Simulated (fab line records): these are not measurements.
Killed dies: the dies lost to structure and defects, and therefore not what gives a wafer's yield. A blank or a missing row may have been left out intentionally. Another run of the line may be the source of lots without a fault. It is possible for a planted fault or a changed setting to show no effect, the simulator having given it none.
fab line records / flow ritCmos
[record] lots = 6 wafers = 18 lastDay = 7
route steps=202 shown PSD@144 SDANNEAL@153 NSD@158 PLDD@159 NLDD@160 M1@202
lots that met no fault: taken from a fault-free run of the same line
startH: the number of hours between the record's first day and the start of the first shown wafer of the lot / waitH: time in hours since the lot's previous step / " same as the row above / L1.1+2: several wafers, shown together as one row / - no value, or no start given / * or withheld: withheld / < > ~ a bound
route shown NAME@n: names a module that has steps shown in the file, with the first one's number in the route / usual: average and standard deviation across the fault-free wafers / same: alike in all rows / chamber/n: place in a boat / sites: readings site by site / _std_site: standard deviation of those values / _edge_site: outer sites' mean less inner sites' / radiusMm: for every site, how far away it sits from the centre of the wafer / mask NAME#n: copy n / behind: tool/chamber where the wafer was last shaped / hold: cause of the lot's hold/its duration in hours/its outcome / device: transistor that didn't switch, given as n, p or np / end of line: the tests these same wafers got at the end of their route / a step with no rows: only its recipe / killed: dies that structure and defects cost at the first sort, which is not the same as the wafer's yield / map: a wafer's dies, marking killed ones x, the rest . and places with no die _
set.NAME: the setting as run; set.NAME@STEP: as run at that earlier step / model.NAME: the simulator's own value behind a step, which no gauge read
lots at some steps of the route; a table a step, a row a wafer
services: a tool's chamber out of use, with start hour (startH, from the record's first day; less than 0 if before it), hours out, and reason
[[steps]]
[step RIT_PSD_SOFTBAKE_02]
[recipe] resist = NOVOLAK tempC = 90 timeS = 60
[step RIT_PSD_EXPOSE_03]
[recipe] maskId = M10 na = 0.57 targetCdNm = 40900 doseMj = 250
[step RIT_PSD_PEB_04]
[recipe] resist = NOVOLAK tempC = withheld timeS = withheld
[step RIT_PSD_DEVELOP_05]
[recipe] resist = NOVOLAK developTimeS = 50 devTempC = 23
[step RIT_PSD_OVL_MEAS_06]
[usual] PSD_OVL = -0.2/1.3
lot.wafer=L529.1 tool=overlay-01 chamber=- startH=74.56 waitH=- PSD_OVL[nm]=-0.8
lot.wafer=L529.2 tool=overlay-01 chamber=- startH=74.56 waitH=- PSD_OVL[nm]=-0.7
lot.wafer=L529.6 tool=overlay-01 chamber=- startH=74.56 waitH=- PSD_OVL[nm]=0.7
lot.wafer=L531.1 tool=overlay-02 chamber=- startH=83.30 waitH=- PSD_OVL[nm]=-1.9
lot.wafer=L531.4 tool=overlay-02 chamber=- startH=83.30 waitH=- PSD_OVL[nm]=-1.7
lot.wafer=L531.5 tool=overlay-02 chamber=- startH=83.30 waitH=- PSD_OVL[nm]=-2.0
lot.wafer=L535.2 tool=overlay-01 chamber=- startH=103.58 waitH=- PSD_OVL[nm]=1.9
lot.wafer=L535.5 tool=overlay-01 chamber=- startH=103.58 waitH=- PSD_OVL[nm]=0.0
lot.wafer=L535.6 tool=overlay-01 chamber=- startH=103.58 waitH=- PSD_OVL[nm]=-1.2
lot.wafer=L537.2 tool=overlay-02 chamber=- startH=114.08 waitH=- PSD_OVL[nm]=-0.3
lot.wafer=L537.3 tool=overlay-02 chamber=- startH=114.08 waitH=- PSD_OVL[nm]=0.2
lot.wafer=L537.5 tool=overlay-02 chamber=- startH=114.08 waitH=- PSD_OVL[nm]=-1.5
lot.wafer=L544.1 tool=overlay-01 chamber=- startH=152.77 waitH=- PSD_OVL[nm]=0.9
lot.wafer=L544.3 tool=overlay-01 chamber=- startH=152.77 waitH=- PSD_OVL[nm]=1.4
lot.wafer=L544.6 tool=overlay-01 chamber=- startH=152.77 waitH=- PSD_OVL[nm]=1.4
lot.wafer=L546.3 tool=overlay-01 chamber=- startH=158.28 waitH=- PSD_OVL[nm]=1.0
lot.wafer=L546.5 tool=overlay-01 chamber=- startH=158.28 waitH=- PSD_OVL[nm]=0.6
lot.wafer=L546.6 tool=overlay-01 chamber=- startH=158.28 waitH=- PSD_OVL[nm]=-0.3
[step RIT_PSD_HARDBAKE_07]
[recipe] resist = NOVOLAK tempC = 140 timeS = 60
[step RIT_PSD_IMPLANT_08]
[recipe] species = BF2 energyKev = 27.44 doseCm2 = 5e+15 tiltDeg = 7
[step RIT_PSD_STRIP_09]
[recipe] chemistry = O2 timeS = 180 resist = NOVOLAK platenTempC = withheld powerW = 500 pressureMtorr = 4000 o2FlowSccm = 4000
[usual] drypumpMotorCurrentA = 5.5/0.47 rfReflPowerW = 6.7/2
lot.wafer=L529.1 tool=plasmaAsher-01 chamber=1 startH=75.01 waitH=0.1 drypumpMotorCurrentA=6.0 rfHoursCounterH=43 rfReflPowerW=6.6
lot.wafer=L529.2 tool=plasmaAsher-01 chamber=0 startH=75.01 waitH=0.1 drypumpMotorCurrentA=5.6 rfHoursCounterH=43 rfReflPowerW=7.7
lot.wafer=L529.6 tool=plasmaAsher-01 chamber=0 startH=75.01 waitH=0.1 drypumpMotorCurrentA=5.7 rfHoursCounterH=- rfReflPowerW=7.7
lot.wafer=L531.1 tool=plasmaAsher-03 chamber=1 startH=83.64 waitH=0.1 drypumpMotorCurrentA=5.2 rfHoursCounterH=28 rfReflPowerW=6.5
lot.wafer=L531.4 tool=plasmaAsher-03 chamber=1 startH=83.64 waitH=0.1 drypumpMotorCurrentA=5.2 rfHoursCounterH=- rfReflPowerW=6.3
lot.wafer=L531.5 tool=plasmaAsher-03 chamber=1 startH=83.64 waitH=0.1 drypumpMotorCurrentA=5.2 rfHoursCounterH=- rfReflPowerW=6.4
lot.wafer=L535.2 tool=plasmaAsher-03 chamber=1 startH=103.91 waitH=0.1 drypumpMotorCurrentA=5.2 rfHoursCounterH=30 rfReflPowerW=6.2
lot.wafer=L535.5 tool=plasmaAsher-03 chamber=1 startH=103.91 waitH=0.1 drypumpMotorCurrentA=5.2 rfHoursCounterH=- rfReflPowerW=6.2
lot.wafer=L535.6 tool=plasmaAsher-03 chamber=0 startH=103.91 waitH=0.1 drypumpMotorCurrentA=6.4 rfHoursCounterH=- rfReflPowerW=7.4
lot.wafer=L537.2 tool=plasmaAsher-04 chamber=0 startH=114.59 waitH=0.1 drypumpMotorCurrentA=5.5 rfHoursCounterH=50 rfReflPowerW=3.7
lot.wafer=L537.3 tool=plasmaAsher-04 chamber=0 startH=114.59 waitH=0.1 drypumpMotorCurrentA=5.5 rfHoursCounterH=- rfReflPowerW=3.8
lot.wafer=L537.5 tool=plasmaAsher-04 chamber=0 startH=114.59 waitH=0.1 drypumpMotorCurrentA=5.5 rfHoursCounterH=- rfReflPowerW=3.8
lot.wafer=L544.1 tool=plasmaAsher-03 chamber=1 startH=153.10 waitH=0.1 drypumpMotorCurrentA=5.2 rfHoursCounterH=36 rfReflPowerW=6.4
lot.wafer=L544.3 tool=plasmaAsher-03 chamber=1 startH=153.10 waitH=0.1 drypumpMotorCurrentA=5.2 rfHoursCounterH=- rfReflPowerW=6.5
lot.wafer=L544.6 tool=plasmaAsher-03 chamber=1 startH=153.10 waitH=0.1 drypumpMotorCurrentA=5.2 rfHoursCounterH=- rfReflPowerW=6.2
lot.wafer=L546.3 tool=plasmaAsher-04 chamber=0 startH=158.66 waitH=0.1 drypumpMotorCurrentA=5.5 rfHoursCounterH=- rfReflPowerW=3.6
lot.wafer=L546.5 tool=plasmaAsher-04 chamber=0 startH=158.66 waitH=0.1 drypumpMotorCurrentA=5.5 rfHoursCounterH=- rfReflPowerW=3.8
lot.wafer=L546.6 tool=plasmaAsher-04 chamber=1 startH=158.66 waitH=0.1 drypumpMotorCurrentA=5.0 rfHoursCounterH=- rfReflPowerW=9.0
[step RIT_PSD_TW_MEAS_10]
[usual] PSD_TW = 3432/32
lot.wafer=L529.1 tool=filmMetro-04 chamber=- startH=75.18 waitH=0.1 PSD_TW=3466
lot.wafer=L529.2 tool=filmMetro-04 chamber=- startH=75.18 waitH=0.1 PSD_TW=3465
lot.wafer=L529.6 tool=filmMetro-04 chamber=- startH=75.18 waitH=0.1 PSD_TW=3469
lot.wafer=L531.1 tool=filmMetro-03 chamber=- startH=83.81 waitH=0.1 PSD_TW=3412
lot.wafer=L531.4 tool=filmMetro-03 chamber=- startH=83.81 waitH=0.1 PSD_TW=3404
lot.wafer=L531.5 tool=filmMetro-03 chamber=- startH=83.81 waitH=0.1 PSD_TW=3387
lot.wafer=L535.2 tool=filmMetro-04 chamber=- startH=104.09 waitH=0.1 PSD_TW=3443
lot.wafer=L535.5 tool=filmMetro-04 chamber=- startH=104.09 waitH=0.1 PSD_TW=3448
lot.wafer=L535.6 tool=filmMetro-04 chamber=- startH=104.09 waitH=0.1 PSD_TW=3446
lot.wafer=L537.2 tool=filmMetro-03 chamber=- startH=114.78 waitH=0.1 PSD_TW=3387
lot.wafer=L537.3 tool=filmMetro-03 chamber=- startH=114.78 waitH=0.1 PSD_TW=3403
lot.wafer=L537.5 tool=filmMetro-03 chamber=- startH=114.78 waitH=0.1 PSD_TW=3426
lot.wafer=L544.1 tool=filmMetro-02 chamber=- startH=153.28 waitH=0.1 PSD_TW=3395
lot.wafer=L544.3 tool=filmMetro-02 chamber=- startH=153.28 waitH=0.1 PSD_TW=3403
lot.wafer=L544.6 tool=filmMetro-02 chamber=- startH=153.28 waitH=0.1 PSD_TW=3414
lot.wafer=L546.3 tool=filmMetro-04 chamber=- startH=158.80 waitH=0.1 PSD_TW=3468
lot.wafer=L546.5 tool=filmMetro-04 chamber=- startH=158.80 waitH=0.1 PSD_TW=3472
lot.wafer=L546.6 tool=filmMetro-04 chamber=- startH=158.80 waitH=0.1 PSD_TW=3447
[step RIT_SDANNEAL_CLEAN_00]
[recipe] chemistry = SC1 mix = 3:3:50 timeS = 600 tempC = 75
[step RIT_SDANNEAL_CLEAN_01]
[recipe] chemistry = dHF dilution = 50:1 timeS = 30
[step RIT_SDANNEAL_CLEAN_02]
[recipe] chemistry = SC2 mix = 3:3:50 timeS = 600 tempC = 75 dry = n2Spin
[step RIT_SDANNEAL_RTA_03]
[recipe] tempC = 1050 timeS = 5 idleTempC = 600 rampUpCPerS = 342 rampDownCPerS = 171 coolToC = 600 ambient = N2
[usual] chamberO2Ppm = 1.997/0.022 wafer_temp_C_max = 1053.3/1.1
lot.wafer=L529.1 tool=rtpAnneal-01 chamber=0 startH=75.61 waitH=0.0 chamberO2Ppm=2.011 wafer_temp_C_max=1052.5
lot.wafer=L529.2 tool=rtpAnneal-01 chamber=0 startH=75.61 waitH=0.0 chamberO2Ppm=1.993 wafer_temp_C_max=1054.3
lot.wafer=L529.6 tool=rtpAnneal-01 chamber=0 startH=75.61 waitH=0.0 chamberO2Ppm=1.987 wafer_temp_C_max=1053.5
lot.wafer=L531.1 tool=rtpAnneal-01 chamber=0 startH=84.24 waitH=0.0 chamberO2Ppm=2.014 wafer_temp_C_max=1052.9
lot.wafer=L531.4 tool=rtpAnneal-01 chamber=0 startH=84.24 waitH=0.0 chamberO2Ppm=2.021 wafer_temp_C_max=1052.8
lot.wafer=L531.5 tool=rtpAnneal-01 chamber=0 startH=84.24 waitH=0.0 chamberO2Ppm=2.027 wafer_temp_C_max=1054.9
lot.wafer=L535.2 tool=rtpAnneal-01 chamber=0 startH=104.52 waitH=0.0 chamberO2Ppm=1.978 wafer_temp_C_max=1051.3
lot.wafer=L535.5 tool=rtpAnneal-01 chamber=0 startH=104.52 waitH=0.0 chamberO2Ppm=1.974 wafer_temp_C_max=1052.4
lot.wafer=L535.6 tool=rtpAnneal-01 chamber=0 startH=104.52 waitH=0.0 chamberO2Ppm=1.991 wafer_temp_C_max=1052.7
lot.wafer=L537.2 tool=rtpAnneal-01 chamber=0 startH=115.28 waitH=0.0 chamberO2Ppm=1.968 wafer_temp_C_max=1052.9
lot.wafer=L537.3 tool=rtpAnneal-01 chamber=0 startH=115.28 waitH=0.0 chamberO2Ppm=2.020 wafer_temp_C_max=1051.7
lot.wafer=L537.5 tool=rtpAnneal-01 chamber=0 startH=115.28 waitH=0.0 chamberO2Ppm=1.945 wafer_temp_C_max=1052.6
lot.wafer=L544.1 tool=rtpAnneal-02 chamber=0 startH=153.71 waitH=0.0 chamberO2Ppm=1.963 wafer_temp_C_max=1052.3
lot.wafer=L544.3 tool=rtpAnneal-02 chamber=0 startH=153.71 waitH=0.0 chamberO2Ppm=1.997 wafer_temp_C_max=1053.6
lot.wafer=L544.6 tool=rtpAnneal-02 chamber=0 startH=153.71 waitH=0.0 chamberO2Ppm=1.972 wafer_temp_C_max=1054.8
lot.wafer=L546.3 tool=rtpAnneal-02 chamber=0 startH=159.24 waitH=0.0 chamberO2Ppm=2.036 wafer_temp_C_max=1052.7
lot.wafer=L546.5 tool=rtpAnneal-02 chamber=0 startH=159.24 waitH=0.0 chamberO2Ppm=1.992 wafer_temp_C_max=1055.0
lot.wafer=L546.6 tool=rtpAnneal-02 chamber=0 startH=159.24 waitH=0.0 chamberO2Ppm=2.018 wafer_temp_C_max=1051.5
[step RIT_SDANNEAL_RS_MEAS_04]
[recipe] thkMeasGauge = four-point-probe
[usual] PSD_RS = 114.9/0.31
lot.wafer=L529.1 tool=filmMetro-02 chamber=- startH=75.67 waitH=0.0 PSD_RS[ohm/sq]=114.9
lot.wafer=L529.2 tool=filmMetro-02 chamber=- startH=75.67 waitH=0.0 PSD_RS[ohm/sq]=114.8
lot.wafer=L529.6 tool=filmMetro-02 chamber=- startH=75.67 waitH=0.0 PSD_RS[ohm/sq]=115.3
lot.wafer=L531.1 tool=filmMetro-02 chamber=- startH=84.30 waitH=0.0 PSD_RS[ohm/sq]=114.8
lot.wafer=L531.4 tool=filmMetro-02 chamber=- startH=84.30 waitH=0.0 PSD_RS[ohm/sq]=115.2
lot.wafer=L531.5 tool=filmMetro-02 chamber=- startH=84.30 waitH=0.0 PSD_RS[ohm/sq]=115.0
lot.wafer=L535.2 tool=filmMetro-02 chamber=- startH=104.59 waitH=0.1 PSD_RS[ohm/sq]=95.7
lot.wafer=L535.5 tool=filmMetro-02 chamber=- startH=104.59 waitH=0.1 PSD_RS[ohm/sq]=95.9
lot.wafer=L535.6 tool=filmMetro-02 chamber=- startH=104.59 waitH=0.1 PSD_RS[ohm/sq]=95.8
lot.wafer=L537.2 tool=filmMetro-02 chamber=- startH=115.35 waitH=0.1 PSD_RS[ohm/sq]=95.2
lot.wafer=L537.3 tool=filmMetro-02 chamber=- startH=115.35 waitH=0.1 PSD_RS[ohm/sq]=95.2
lot.wafer=L537.5 tool=filmMetro-02 chamber=- startH=115.35 waitH=0.1 PSD_RS[ohm/sq]=95.2
lot.wafer=L544.1 tool=filmMetro-02 chamber=- startH=153.77 waitH=0.0 PSD_RS[ohm/sq]=115.5
lot.wafer=L544.3 tool=filmMetro-02 chamber=- startH=153.77 waitH=0.0 PSD_RS[ohm/sq]=115.3
lot.wafer=L544.6 tool=filmMetro-02 chamber=- startH=153.77 waitH=0.0 PSD_RS[ohm/sq]=114.9
lot.wafer=L546.3 tool=filmMetro-02 chamber=- startH=159.32 waitH=0.1 PSD_RS[ohm/sq]=114.6
lot.wafer=L546.5 tool=filmMetro-02 chamber=- startH=159.32 waitH=0.1 PSD_RS[ohm/sq]=114.7
lot.wafer=L546.6 tool=filmMetro-02 chamber=- startH=159.32 waitH=0.1 PSD_RS[ohm/sq]=115.0
[step RIT_SDANNEAL_RS_MEAS_05]
[recipe] thkMeasGauge = four-point-probe
[usual] NSD_RS = 84.52/0.27
lot.wafer=L529.1 tool=filmMetro-02 chamber=- startH=75.79 waitH=0.1 NSD_RS[ohm/sq]=84.50
lot.wafer=L529.2 tool=filmMetro-02 chamber=- startH=75.79 waitH=0.1 NSD_RS[ohm/sq]=84.33
lot.wafer=L529.6 tool=filmMetro-02 chamber=- startH=75.79 waitH=0.1 NSD_RS[ohm/sq]=84.66
lot.wafer=L531.1 tool=filmMetro-02 chamber=- startH=84.42 waitH=0.1 NSD_RS[ohm/sq]=84.75
lot.wafer=L531.4 tool=filmMetro-02 chamber=- startH=84.42 waitH=0.1 NSD_RS[ohm/sq]=84.61
lot.wafer=L531.5 tool=filmMetro-02 chamber=- startH=84.42 waitH=0.1 NSD_RS[ohm/sq]=84.59
lot.wafer=L535.2 tool=filmMetro-02 chamber=- startH=104.71 waitH=0.1 NSD_RS[ohm/sq]=83.62
lot.wafer=L535.5 tool=filmMetro-02 chamber=- startH=104.71 waitH=0.1 NSD_RS[ohm/sq]=83.16
lot.wafer=L535.6 tool=filmMetro-02 chamber=- startH=104.71 waitH=0.1 NSD_RS[ohm/sq]=83.42
lot.wafer=L537.2 tool=filmMetro-02 chamber=- startH=115.47 waitH=0.1 NSD_RS[ohm/sq]=83.50
lot.wafer=L537.3 tool=filmMetro-02 chamber=- startH=115.47 waitH=0.1 NSD_RS[ohm/sq]=83.15
lot.wafer=L537.5 tool=filmMetro-02 chamber=- startH=115.47 waitH=0.1 NSD_RS[ohm/sq]=83.15
lot.wafer=L544.1 tool=filmMetro-02 chamber=- startH=153.89 waitH=0.1 NSD_RS[ohm/sq]=84.80
lot.wafer=L544.3 tool=filmMetro-02 chamber=- startH=153.89 waitH=0.1 NSD_RS[ohm/sq]=84.47
lot.wafer=L544.6 tool=filmMetro-02 chamber=- startH=153.89 waitH=0.1 NSD_RS[ohm/sq]=84.52
lot.wafer=L546.3 tool=filmMetro-02 chamber=- startH=159.44 waitH=0.1 NSD_RS[ohm/sq]=84.95
lot.wafer=L546.5 tool=filmMetro-02 chamber=- startH=159.44 waitH=0.1 NSD_RS[ohm/sq]=84.98
lot.wafer=L546.6 tool=filmMetro-02 chamber=- startH=159.44 waitH=0.1 NSD_RS[ohm/sq]=84.67
[step RIT_SDANNEAL_RS_MEAS_06]
[recipe] thkMeasGauge = four-point-probe
[usual] PLDD_RS = 179.2/0.5
lot.wafer=L529.1 tool=filmMetro-02 chamber=- startH=75.91 waitH=0.1 PLDD_RS[ohm/sq]=179.3
lot.wafer=L529.2 tool=filmMetro-02 chamber=- startH=75.91 waitH=0.1 PLDD_RS[ohm/sq]=179.9
lot.wafer=L529.6 tool=filmMetro-02 chamber=- startH=75.91 waitH=0.1 PLDD_RS[ohm/sq]=179.8
lot.wafer=L531.1 tool=filmMetro-02 chamber=- startH=84.54 waitH=0.1 PLDD_RS[ohm/sq]=178.7
lot.wafer=L531.4 tool=filmMetro-02 chamber=- startH=84.54 waitH=0.1 PLDD_RS[ohm/sq]=178.8
lot.wafer=L531.5 tool=filmMetro-02 chamber=- startH=84.54 waitH=0.1 PLDD_RS[ohm/sq]=178.9
lot.wafer=L535.2 tool=filmMetro-02 chamber=- startH=104.83 waitH=0.1 PLDD_RS[ohm/sq]=162.2
lot.wafer=L535.5 tool=filmMetro-02 chamber=- startH=104.83 waitH=0.1 PLDD_RS[ohm/sq]=162.6
lot.wafer=L535.6 tool=filmMetro-02 chamber=- startH=104.83 waitH=0.1 PLDD_RS[ohm/sq]=162.4
lot.wafer=L537.2 tool=filmMetro-02 chamber=- startH=115.59 waitH=0.1 PLDD_RS[ohm/sq]=162.3
lot.wafer=L537.3 tool=filmMetro-02 chamber=- startH=115.59 waitH=0.1 PLDD_RS[ohm/sq]=162.0
lot.wafer=L537.5 tool=filmMetro-02 chamber=- startH=115.59 waitH=0.1 PLDD_RS[ohm/sq]=162.3
lot.wafer=L544.1 tool=filmMetro-02 chamber=- startH=154.01 waitH=0.1 PLDD_RS[ohm/sq]=178.8
lot.wafer=L544.3 tool=filmMetro-02 chamber=- startH=154.01 waitH=0.1 PLDD_RS[ohm/sq]=178.8
lot.wafer=L544.6 tool=filmMetro-02 chamber=- startH=154.01 waitH=0.1 PLDD_RS[ohm/sq]=178.5
lot.wafer=L546.3 tool=filmMetro-02 chamber=- startH=159.56 waitH=0.1 PLDD_RS[ohm/sq]=178.8
lot.wafer=L546.5 tool=filmMetro-02 chamber=- startH=159.56 waitH=0.1 PLDD_RS[ohm/sq]=178.5
lot.wafer=L546.6 tool=filmMetro-02 chamber=- startH=159.56 waitH=0.1 PLDD_RS[ohm/sq]=179.0
[step RIT_SDANNEAL_RS_MEAS_07]
[recipe] thkMeasGauge = four-point-probe
[usual] NLDD_RS = 149.7/0.45
lot.wafer=L529.1 tool=filmMetro-02 chamber=- startH=76.03 waitH=0.1 NLDD_RS[ohm/sq]=149.6
lot.wafer=L529.2 tool=filmMetro-02 chamber=- startH=76.03 waitH=0.1 NLDD_RS[ohm/sq]=149.1
lot.wafer=L529.6 tool=filmMetro-02 chamber=- startH=76.03 waitH=0.1 NLDD_RS[ohm/sq]=149.5
lot.wafer=L531.1 tool=filmMetro-02 chamber=- startH=84.66 waitH=0.1 NLDD_RS[ohm/sq]=149.4
lot.wafer=L531.4 tool=filmMetro-02 chamber=- startH=84.66 waitH=0.1 NLDD_RS[ohm/sq]=149.9
lot.wafer=L531.5 tool=filmMetro-02 chamber=- startH=84.66 waitH=0.1 NLDD_RS[ohm/sq]=150.3
lot.wafer=L535.2 tool=filmMetro-02 chamber=- startH=104.95 waitH=0.1 NLDD_RS[ohm/sq]=148.2
lot.wafer=L535.5 tool=filmMetro-02 chamber=- startH=104.95 waitH=0.1 NLDD_RS[ohm/sq]=148.5
lot.wafer=L535.6 tool=filmMetro-02 chamber=- startH=104.95 waitH=0.1 NLDD_RS[ohm/sq]=147.8
lot.wafer=L537.2 tool=filmMetro-02 chamber=- startH=115.71 waitH=0.1 NLDD_RS[ohm/sq]=149.0
lot.wafer=L537.3 tool=filmMetro-02 chamber=- startH=115.71 waitH=0.1 NLDD_RS[ohm/sq]=149.5
lot.wafer=L537.5 tool=filmMetro-02 chamber=- startH=115.71 waitH=0.1 NLDD_RS[ohm/sq]=149.0
lot.wafer=L544.1 tool=filmMetro-02 chamber=- startH=154.13 waitH=0.1 NLDD_RS[ohm/sq]=149.6
lot.wafer=L544.3 tool=filmMetro-02 chamber=- startH=154.13 waitH=0.1 NLDD_RS[ohm/sq]=150.0
lot.wafer=L544.6 tool=filmMetro-02 chamber=- startH=154.13 waitH=0.1 NLDD_RS[ohm/sq]=149.3
lot.wafer=L546.3 tool=filmMetro-02 chamber=- startH=159.68 waitH=0.1 NLDD_RS[ohm/sq]=150.4
lot.wafer=L546.5 tool=filmMetro-02 chamber=- startH=159.68 waitH=0.1 NLDD_RS[ohm/sq]=149.8
lot.wafer=L546.6 tool=filmMetro-02 chamber=- startH=159.68 waitH=0.1 NLDD_RS[ohm/sq]=149.9
[step RIT_M1_PROBE_99]
[usual] killedAtFrontEnd = 7.1/2.9 killedDies = 7.2/2.9 killedOpen = 3.6/1.9 killedShort = 3.5/1.9
[same] grossDies = 264 killed_at_M0_to_M3 = 0 killed_at_M4_up = 0 killedAtBackSide = 0 killedAtContacts = 0 killedAtOther = 0
lot.wafer=L529.1 tool=prober-01 chamber=- startH=83.67 waitH=0.1 killedAtFrontEnd=7 killedDies=7 killedOpen=3 killedShort=4
lot.wafer=L529.2 tool=prober-01 chamber=- startH=83.72 waitH=0.1 killedAtFrontEnd=5 killedDies=5 killedOpen=3 killedShort=2
lot.wafer=L529.6 tool=prober-01 chamber=- startH=83.92 waitH=0.2 killedAtFrontEnd=4 killedDies=4 killedOpen=2 killedShort=2
lot.wafer=L537.2 tool=prober-02 chamber=- startH=125.67 waitH=0.1 killedAtFrontEnd=13 killedDies=13 killedOpen=8 killedShort=5
lot.wafer=L537.3 tool=prober-02 chamber=- startH=125.72 waitH=0.2 killedAtFrontEnd=6 killedDies=6 killedOpen=4 killedShort=2
lot.wafer=L537.5 tool=prober-02 chamber=- startH=125.82 waitH=0.2 killedAtFrontEnd=10 killedDies=10 killedOpen=6 killedShort=4
lot.wafer=L544.1 tool=prober-01 chamber=- startH=161.14 waitH=0.1 killedAtFrontEnd=11 killedDies=11 killedOpen=6 killedShort=4
lot.wafer=L544.3 tool=prober-01 chamber=- startH=161.24 waitH=0.2 killedAtFrontEnd=9 killedDies=9 killedOpen=6 killedShort=3
lot.wafer=L544.6 tool=prober-01 chamber=- startH=161.39 waitH=0.2 killedAtFrontEnd=10 killedDies=10 killedOpen=6 killedShort=4
lot.wafer=L546.3 tool=prober-02 chamber=- startH=168.08 waitH=0.2 killedAtFrontEnd=7 killedDies=7 killedOpen=3 killedShort=4
lot.wafer=L546.5 tool=prober-02 chamber=- startH=168.18 waitH=0.2 killedAtFrontEnd=4 killedDies=4 killedOpen=3 killedShort=1
lot.wafer=L546.6 tool=prober-02 chamber=- startH=168.23 waitH=0.2 killedAtFrontEnd=6 killedDies=6 killedOpen=1 killedShort=5
// killed by level:class
L529.1 FOX2:geometricParticle:short=2 GATE:geometricParticle:open=2 GATE:geometricParticle:short=1 SPACER:geometricParticle:short=1 SILICIDE:geometricParticle:open=1
L529.2 FOX2:geometricParticle:open=1 FOX2:geometricParticle:short=1 GATE:geometricParticle:short=1 REOX:geometricParticle:open=1 SILICIDE:geometricParticle:open=1
L529.6 FOX1:geometricParticle:short=1 GATE:geometricParticle:open=1 REOX:geometricParticle:short=1 SPACER:geometricParticle:open=1
L537.2 FOX1:geometricParticle:short=2 GATE:geometricParticle:open=2 REOX:geometricParticle:open=2 SPACER:geometricParticle:short=2 SILICIDE:geometricParticle:open=2 FOX1:geometricParticle:open=1 FOX2:geometricParticle:open=1 REOX:geometricParticle:short=1
L537.3 GATE:geometricParticle:open=3 SILICIDE:geometricParticle:short=2 FOX2:geometricParticle:open=1
L537.5 GATE:geometricParticle:short=3 FOX2:geometricParticle:open=2 GATE:geometricParticle:open=2 FOX1:geometricParticle:open=1 FOX1:geometricParticle:short=1 REOX:geometricParticle:open=1
L544.1 GATE:geometricParticle:open=3 REOX:geometricParticle:open=3 GATE:geometricParticle:short=2 FOX2:geometricParticle:short=1 SILICIDE:geometricParticle:short=1 GATE:coatMicrobubblePrinted=1
L544.3 GATE:geometricParticle:open=4 FOX1:geometricParticle:short=2 FOX1:geometricParticle:open=2 SPACER:geometricParticle:short=1
L544.6 FOX1:geometricParticle:open=2 FOX2:geometricParticle:short=2 GATE:geometricParticle:open=2 REOX:geometricParticle:open=2 GATE:geometricParticle:short=1 REOX:geometricParticle:short=1
L546.3 GATE:geometricParticle:open=3 GATE:geometricParticle:short=2 FOX2:geometricParticle:short=1 SPACER:geometricParticle:short=1
L546.5 GATE:geometricParticle:open=3 FOX1:geometricParticle:short=1
L546.6 GATE:geometricParticle:short=4 FOX2:geometricParticle:short=1 GATE:geometricParticle:open=1
[[services]]
tool=plasmaAsher-04 chamber=- startH=52.02 hours=1.9 kind=repair
tool=plasmaAsher-01 chamber=- startH=108.75 hours=9.0 kind=pm
tool=plasmaAsher-01 chamber=0 startH=108.75 hours=9.0 kind=ventCycle
tool=plasmaAsher-01 chamber=1 startH=108.75 hours=9.0 kind=ventCycle
tool=plasmaAsher-01 chamber=0 startH=117.75 hours=- kind=clean
tool=plasmaAsher-01 chamber=1 startH=117.75 hours=- kind=clean
[[key]]
[firstSign] step = RIT_SDANNEAL_RS_MEAS_04 reading = PSD_RS direction = down sigmas = 63 usual = 114.9 struck = 95.5
[effect] step = RIT_SDANNEAL_RS_MEAS_05 reading = NSD_RS direction = down sigmas = 4.4 usual = 84.52 struck = 83.33
[effect] step = RIT_SDANNEAL_RS_MEAS_06 reading = PLDD_RS direction = down sigmas = 34 usual = 179.2 struck = 162.3
[effect] step = RIT_SDANNEAL_RS_MEAS_07 reading = NLDD_RS direction = down sigmas = 2.3 usual = 149.7 struck = 148.7
metAt RIT_SDANNEAL_RTA_03
struckWafers L535.2,L535.5,L535.6,L537.2,L537.3,L537.5
testerLeftOut L535,L537
onsetBetween 84.24 104.52
[fault] kind = processParameterDrift tool = rtpAnneal-01 chamber = - onsetH = 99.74 steps = RIT_SDANNEAL_RTA_03 channel = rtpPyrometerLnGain offset = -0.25 shape = step endH = 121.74
// testerLeftOut: of these lots the tester's yield and bins aren't shown, on N5 and GAA mostly nor the transistor test; their killed dies are dies lost to structure and defects alone, not to doping, threshold or leakage, so they don't give the yield
